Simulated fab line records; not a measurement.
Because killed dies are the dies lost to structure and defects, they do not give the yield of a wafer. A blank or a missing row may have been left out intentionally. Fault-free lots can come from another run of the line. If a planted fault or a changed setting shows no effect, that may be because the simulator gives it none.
Problem report, 8D (eight disciplines) form, completed by code || flow rit cmos || the parts of the form that need people (team, actions taken, sign-off) are left out

## 1. THE PROBLEM
Wafers free of any fault read 948 (standard deviation 9.2) for PWELL_TW at RIT_PWELL_TW_MEAS_10, against a mean of 908 on 6 wafers of 2 lots. That puts it -4.4 standard deviations away from the usual mean.
Earliest sighting: wafer L431.1 on film metro-02 at day 4 12:50. The record has a number at this step for 42 wafers belonging to 14 lots. The rule behind "out" and "out of limits": a value lying over 4 standard deviations away from the usual mean. The other wafers with a number count as sound.

## 2. WHAT IT IS, AND WHAT IT ISN'T
{"question": "which readings at this step", "is": "PWELL_TW", "is not": "-"}
{"question": "which lots", "is": "L431, L433", "is not": "L419, L420, L423, L425, L426, L427, L428, L430, L435, L439, L440, L442"}
{"question": "which wafers of those lots", "is": "all that have a number", "is not": "-"}
{"question": "read on which gauges", "is": "film metro-02", "is not": "film metro-03, film metro-04"}
{"question": "when", "is": "from day 4 12:50", "is not": "up to then (24 sound wafers); but 12 sound wafers of L435, L439, L440, L442 came after"}

## 3. THE SUSPECTS, EACH WITH WHAT RULES IT OUT
Counting: any tool at a process step up to the reading is kept as a suspect provided that every lot that is out went through it and no sound lot did after the first of them.
- the gauge at RIT_PWELL_TW_MEAS_10: kept. All the wafers that are out were read on film metro-02, and no step on other tools shows them out.
- implanter-01 at RIT_PWELL_IMPLANT_08: kept. It processed each lot that is out, first L431 at day 4 12:31, and no sound lot thereafter; up to then, the last sound lot it processed was L430 at day 4 06:45.
What counting leaves: implanter-01 at RIT_PWELL_IMPLANT_08 and film metro-02 at RIT_PWELL_TW_MEAS_10.

## 4. THE CAUSE (what the simulator had put in)
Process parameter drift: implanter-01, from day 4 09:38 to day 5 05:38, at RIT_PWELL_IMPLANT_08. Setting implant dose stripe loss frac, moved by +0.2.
This tool is one of the 2 suspects left after counting.

## 5. THE CHAIN OF EFFECTS, in route order
Each row: a reading whose mean over the struck wafers that have a number lies more than 3 standard deviations from the usual. Only readings for which the record gives a usual standard deviation are gone through. hours: the time from each lot's start at the first step in this table that gives one to its start at this step, as a median over the lots. sigmas: the change in usual standard deviations.
{"hours": 0, "step": "RIT_PWELL_TW_MEAS_10", "reading": "PWELL_TW", "usual": 948, "on struck wafers": 908, "change": -40, "sigmas": -4.4}
{"hours": 8, "step": "RIT_WELLDRIVE_RS_MEAS_02", "reading": "PWELL_RS", "usual": "429.3 ohm/sq", "on struck wafers": 461.6, "change": "+32.3", "sigmas": "+27"}
At these later measuring or inspecting steps, every struck wafer for which the step has a row has a number for every such reading, and none has moved that far: RIT_GATE_THK_MEAS_09.

## 6. HOW IT WOULD HAVE BEEN CAUGHT EARLIER
The first out-of-limits reading at a measuring or inspecting step in this record came at day 4 12:50, 3 hours after the fault's start at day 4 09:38.
Of the tool readings at RIT_PWELL_IMPLANT_08 for which the record gives a usual standard deviation, none was out on any struck wafer, so an alarm limit of 4 standard deviations on them would not have fired.
Of the lots that are out (2), L433 began RIT_PWELL_IMPLANT_08 on implanter-01 after day 4 12:50. A hold on the tool at that time would have spared it.
